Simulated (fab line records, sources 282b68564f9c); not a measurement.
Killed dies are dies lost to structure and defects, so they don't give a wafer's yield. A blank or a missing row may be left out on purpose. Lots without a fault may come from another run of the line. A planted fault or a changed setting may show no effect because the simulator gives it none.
fab line records | flow rit_cmos
record lots=6 wafers=18 last_day=7
route steps=202 shown WELLDRIVE@50 NWELL@51 PWELL@52 NRETRO@53 PRETRO@64 GATE@75
lots that met no fault: from a run of the same line without faults
start_h: hours from the record's first day to the start of the lot's first wafer shown | wait_h: hours since the lot's step before | " the same as in the row above | L1.1+2: a row that stands for several wafers | - no value, or no start given | * or withheld: withheld | < > ~ a bound
route shown NAME@n: a module of which the file shows steps, and the number in the route of the first | usual: mean/standard deviation of fault-free wafers | same: alike in all rows | chamber/n: place in a boat | sites: the reading at each site | _std_site: their standard deviation | _edge_site: outer sites' mean less inner sites' | radius_mm: how far each site lies from the wafer's centre | mask NAME#n: copy n | behind: the tool/chamber that last shaped the wafer | hold: why the lot was held/for how many hours/how that ended | device: the transistor (n, p or np) that didn't switch | end of line: the same wafers' tests at the end of the route | a step without rows: its recipe alone | killed: dies lost to structure and defects at the first sort, not the wafer's yield | map: a wafer's dies, x killed, . not, _ none there
set.NAME: the setting as run; set.NAME@STEP: as run at that earlier step | model.NAME: the simulator's own value behind a step, which no gauge read
lots at some steps of the route; a table a step, a row a wafer
services: from which hour (start_h, from the record's first day; less than 0 if before it) a tool's chamber was out of use, for how many hours, and why
## steps
# step RIT_WELLDRIVE_ANNEAL_00
# recipe temp_c=1100 time_s=14700 ambient=N2
# step RIT_WELLDRIVE_RS_MEAS_01
# recipe thk_meas_gauge=four-point-probe
# usual NWELL_RS=275.2/0.75
# columns lot.wafer tool chamber start_h wait_h NWELL_RS[ohm/sq]
L872.1 film_metro-01 - 77.58 0.0 275.5
L872.3 " - " " 275.6
L872.6 " - " " 274.9
L873.2 film_metro-02 - 82.76 0.0 275.8
L873.5 " - " " 275.8
L873.6 " - " " 276.2
L874.2 film_metro-02 - 87.96 0.0 275.3
L874.4 " - " " 274.6
L874.5 " - " " 275.3
L875.1 film_metro-02 - 92.61 0.0 276.3
L875.2 " - " " 275.8
L875.6 " - " " 276.3
L882.1 film_metro-02 - 130.20 0.0 273.9
L882.2 " - " " 273.5
L882.3 " - " " 274.3
L885.1 film_metro-02 - 142.92 0.0 275.7
L885.4 " - " " 274.9
L885.6 " - " " 275.5
# step RIT_WELLDRIVE_RS_MEAS_02
# recipe thk_meas_gauge=four-point-probe
# usual PWELL_RS=429.4/1.1
# columns lot.wafer tool chamber start_h wait_h PWELL_RS[ohm/sq]
L872.1 film_metro-01 - 77.70 0.1 429.0
L872.3 " - " " 429.4
L872.6 " - " " 429.2
L873.2 film_metro-02 - 82.88 0.1 429.4
L873.5 " - " " 430.1
L873.6 " - " " 429.3
L874.2 film_metro-02 - 88.08 0.1 429.4
L874.4 " - " " 429.6
L874.5 " - " " 430.1
L875.1 film_metro-02 - 92.73 0.1 431.1
L875.2 " - " " 430.3
L875.6 " - " " 429.9
L882.1 film_metro-02 - 130.32 0.1 429.5
L882.2 " - " " 429.9
L882.3 " - " " 429.0
L885.1 film_metro-02 - 143.04 0.1 427.2
L885.4 " - " " 427.8
L885.6 " - " " 426.9
# step RIT_NRETRO_HMDS_00
# recipe prime_time_s=60 prime_temp_c=140
# step RIT_NRETRO_COAT_01
# recipe resist=NOVOLAK spin_rpm=2000 resist_thk_nm=1300
# step RIT_NRETRO_SOFTBAKE_02
# recipe resist=NOVOLAK temp_c=90 time_s=60
# step RIT_NRETRO_EXPOSE_03
# recipe mask_id=M4 na=0.57 target_cd_nm=43900 dose_mj=250
# step RIT_NRETRO_PEB_04
# recipe resist=NOVOLAK temp_c=withheld time_s=withheld
# step RIT_NRETRO_DEVELOP_05
# recipe resist=NOVOLAK develop_time_s=68 dev_temp_c=23
# step RIT_NRETRO_OVL_MEAS_06
# usual NRETRO_OVL=0.7/1.7
# columns lot.wafer tool chamber start_h wait_h NRETRO_OVL[nm]
L872.1 overlay-02 - 78.70 - 3.2
L872.3 " - " " 2.1
L872.6 " - " " 2.7
L873.2 overlay-01 - 83.87 - 3.9
L873.5 " - " " 2.1
L873.6 " - " " 3.7
L874.2 overlay-02 - 89.19 - -3.8
L874.4 " - " " -2.4
L874.5 " - " " -3.9
L875.1 overlay-02 - 93.86 - 2.1
L875.2 " - " " 1.1
L875.6 " - " " 2.2
L882.1 overlay-02 - 131.44 - -0.9
L882.2 " - " " 0.8
L882.3 " - " " 0.7
L885.1 overlay-01 - 144.04 - 0.6
L885.4 " - " " 0.5
L885.6 " - " " 2.1
# step RIT_NRETRO_HARDBAKE_07
# recipe resist=NOVOLAK temp_c=140 time_s=120
# step RIT_NRETRO_IMPLANT_08
# recipe species=P energy_kev=70 dose_cm2=1e+13 tilt_deg=7
# step RIT_NRETRO_STRIP_09
# recipe chemistry=O2 time_s=180 resist=NOVOLAK platen_temp_c=withheld power_w=500 pressure_mtorr=4000 o2_flow_sccm=4000
# usual chamber_pressure_mTorr=4000/3.6 drypump_motor_current_A=5.8/0.6
# columns lot.wafer tool chamber start_h wait_h chamber_pressure_mTorr drypump_motor_current_A rf_hours_counter_h model.NOVOLAK_of_NRETRO_COAT_01.thk_nm
L872.1 plasma_asher-01 1 79.14 0.1 - - - 1132
L872.3 " 1 " " - - - 1133
L872.6 " 0 " " - - - 1136
L873.2 plasma_asher-04 0 84.30 0.1 - - - 1137
L873.5 " 1 " " - - - 1138
L873.6 " 0 " " - - - 1137
L874.2 plasma_asher-01 0 89.62 0.1 3992 5.8 30 0
L874.4 " 0 " " 4001 5.8 - 0
L874.5 " 1 " " 4002 4.9 - 0
L875.1 plasma_asher-04 1 94.30 0.1 4006 6.3 48 0
L875.2 " 0 " " 3999 6.3 48 0
L875.6 " 0 " " 4001 6.3 - 0
L882.1 plasma_asher-03 1 131.88 0.1 4005 5.9 47 0
L882.2 " 0 " " 3999 4.9 47 0
L882.3 " 0 " " 3999 4.9 - 0
L885.1 plasma_asher-03 1 144.48 0.1 3997 5.9 48 0
L885.4 " 1 " " 4001 5.9 - 0
L885.6 " 0 " " 3997 4.9 - 0
# step RIT_NRETRO_TW_MEAS_10
# usual NRETRO_TW=1054/6.8
# columns lot.wafer tool chamber start_h wait_h NRETRO_TW
L872.1 film_metro-04 - 79.31 0.1 1059
L872.3 " - " " 1055
L872.6 " - " " 1052
L873.2 film_metro-01 - 84.48 0.1 1041
L873.5 " - " " 1042
L873.6 " - " " 1040
L874.2 film_metro-01 - 89.81 0.1 1041
L874.4 " - " " 1051
L874.5 " - " " 1045
L875.1 film_metro-01 - 94.47 0.1 1045
L875.2 " - " " 1046
L875.6 " - " " 1045
L882.1 film_metro-01 - 132.05 0.1 1044
L882.2 " - " " 1046
L882.3 " - " " 1046
L885.1 film_metro-03 - 144.65 0.1 1062
L885.4 " - " " 1055
L885.6 " - " " 1060
# step RIT_PRETRO_HMDS_00
# recipe prime_time_s=60 prime_temp_c=140
# step RIT_PRETRO_COAT_01
# recipe resist=NOVOLAK spin_rpm=2000 resist_thk_nm=1300
# step RIT_PRETRO_SOFTBAKE_02
# recipe resist=NOVOLAK temp_c=90 time_s=60
# step RIT_PRETRO_EXPOSE_03
# recipe mask_id=M5 na=0.57 target_cd_nm=43700 dose_mj=250
# step RIT_PRETRO_PEB_04
# recipe resist=NOVOLAK temp_c=withheld time_s=withheld
# step RIT_PRETRO_DEVELOP_05
# recipe resist=NOVOLAK develop_time_s=68 dev_temp_c=23
# step RIT_PRETRO_OVL_MEAS_06
# usual PRETRO_OVL=2.1/1.3
# columns lot.wafer tool chamber start_h wait_h PRETRO_OVL[nm]
L872.1 overlay-02 - 80.25 - 3.0
L872.3 " - " " 1.9
L872.6 " - " " 3.0
L873.2 overlay-02 - 85.54 - 0.9
L873.5 " - " " 1.2
L873.6 " - " " 2.7
L874.2 overlay-01 - 90.74 - 3.7
L874.4 " - " " 2.5
L874.5 " - " " 1.9
L875.1 overlay-01 - 95.54 - 1.4
L875.2 " - " " 2.0
L875.6 " - " " 1.6
L882.1 overlay-02 - 132.99 - 1.5
L882.2 " - " " 0.8
L882.3 " - " " -0.2
L885.1 overlay-02 - 145.72 - 1.6
L885.4 " - " " 1.7
L885.6 " - " " 2.1
# step RIT_PRETRO_HARDBAKE_07
# recipe resist=NOVOLAK temp_c=140 time_s=120
# step RIT_PRETRO_IMPLANT_08
# recipe species=B energy_kev=45 dose_cm2=1.2e+13 tilt_deg=7
# step RIT_PRETRO_STRIP_09
# recipe chemistry=O2 time_s=180 resist=NOVOLAK platen_temp_c=withheld power_w=500 pressure_mtorr=4000 o2_flow_sccm=4000
# usual chamber_pressure_mTorr=4000/4 drypump_motor_current_A=5.4/0.41
# columns lot.wafer tool chamber start_h wait_h chamber_pressure_mTorr drypump_motor_current_A rf_hours_counter_h
L872.1 plasma_asher-03 0 80.69 0.1 3999 4.9 41
L872.3 " 1 " " 4005 5.9 -
L872.6 " 1 " " 4004 5.9 -
L873.2 plasma_asher-01 0 85.97 0.1 4011 5.7 29
L873.5 " 1 " " 3999 4.9 -
L873.6 " 0 " " 4004 5.8 -
L874.2 plasma_asher-01 1 91.17 0.1 3999 4.9 30
L874.4 " 0 " " 3995 5.7 -
L874.5 " 1 " " 3995 4.9 -
L875.1 plasma_asher-03 0 95.97 0.1 4002 4.9 43
L875.2 " 1 " " 4006 5.9 43
L875.6 " 0 " " 4004 4.9 -
L882.1 plasma_asher-01 1 133.43 0.1 4002 4.9 34
L882.2 " 0 " " 3993 5.7 34
L882.3 " 1 " " 4005 4.9 -
L885.1 plasma_asher-03 1 146.15 0.1 3996 5.9 48
L885.4 " 0 " " 4000 4.9 -
L885.6 " 0 " " 4000 4.9 -
# step RIT_PRETRO_TW_MEAS_10
# usual PRETRO_TW=476.1/2.7
# columns lot.wafer tool chamber start_h wait_h PRETRO_TW
L872.1 film_metro-01 - 80.86 0.1 29.9
L872.3 " - " " 29.8
L872.6 " - " " 29.9
L873.2 film_metro-01 - 86.16 0.1 30.0
L873.5 " - " " 30.0
L873.6 " - " " 29.8
L874.2 film_metro-04 - 91.36 0.1 478.3
L874.4 " - " " 477.2
L874.5 " - " " 478.4
L875.1 film_metro-04 - 96.15 0.1 475.5
L875.2 " - " " 476.6
L875.6 " - " " 478.6
L882.1 film_metro-02 - 133.61 0.1 475.1
L882.2 " - " " 476.0
L882.3 " - " " 475.6
L885.1 film_metro-01 - 146.33 0.1 474.2
L885.4 " - " " 475.3
L885.6 " - " " 471.7
# step RIT_GATE_WET_ETCH_00
# recipe chemistry=BOE target=SiO2 target_depth_nm=56 time_s=60 dry=n2_spin dilution=10:1 temp_c=21.5
## services
# columns tool chamber start_h hours kind
plasma_asher-01 - 98.37 0.4 repair
plasma_asher-01 - 103.03 2.8 pm
plasma_asher-04 - 125.04 2.2 repair
## key
first_sign step=RIT_NRETRO_STRIP_09 reading=tool_record direction=missing
effect step=RIT_PRETRO_TW_MEAS_10 reading=PRETRO_TW direction=down sigmas=99+ usual=476.1 struck=29.9
model_effect step=RIT_NRETRO_STRIP_09 value=NOVOLAK_of_NRETRO_COAT_01.thk_nm without=0 struck=1135
met_at RIT_NRETRO_STRIP_09
struck_wafers L872.1,L872.3,L872.6,L873.2,L873.5,L873.6
later_rows_left_out L872.1,L872.3,L872.6,L873.2,L873.5,L873.6
sort_left_out L872.1,L872.3,L872.6,L873.2,L873.5,L873.6
tester_left_out L872,L873
fault kind=skipped_step_whole tool=plasma_asher-01,plasma_asher-04 chamber=- onset_h=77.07 steps=RIT_NRETRO_STRIP_09 scope=struck_lots_only
# tester_left_out: of these lots the tester's yield and bins aren't shown, on N5 and GAA mostly nor the transistor test; their killed dies are dies lost to structure and defects alone, not to doping, threshold or leakage, so they don't give the yield
# sort_left_out: the simulated sort isn't trusted on such a fault, so these wafers' sort isn't shown, and their yield isn't known
# later_rows_left_out: the simulator's readings of these wafers behind a module that went badly wrong aren't trusted and aren't shown, but for the sort
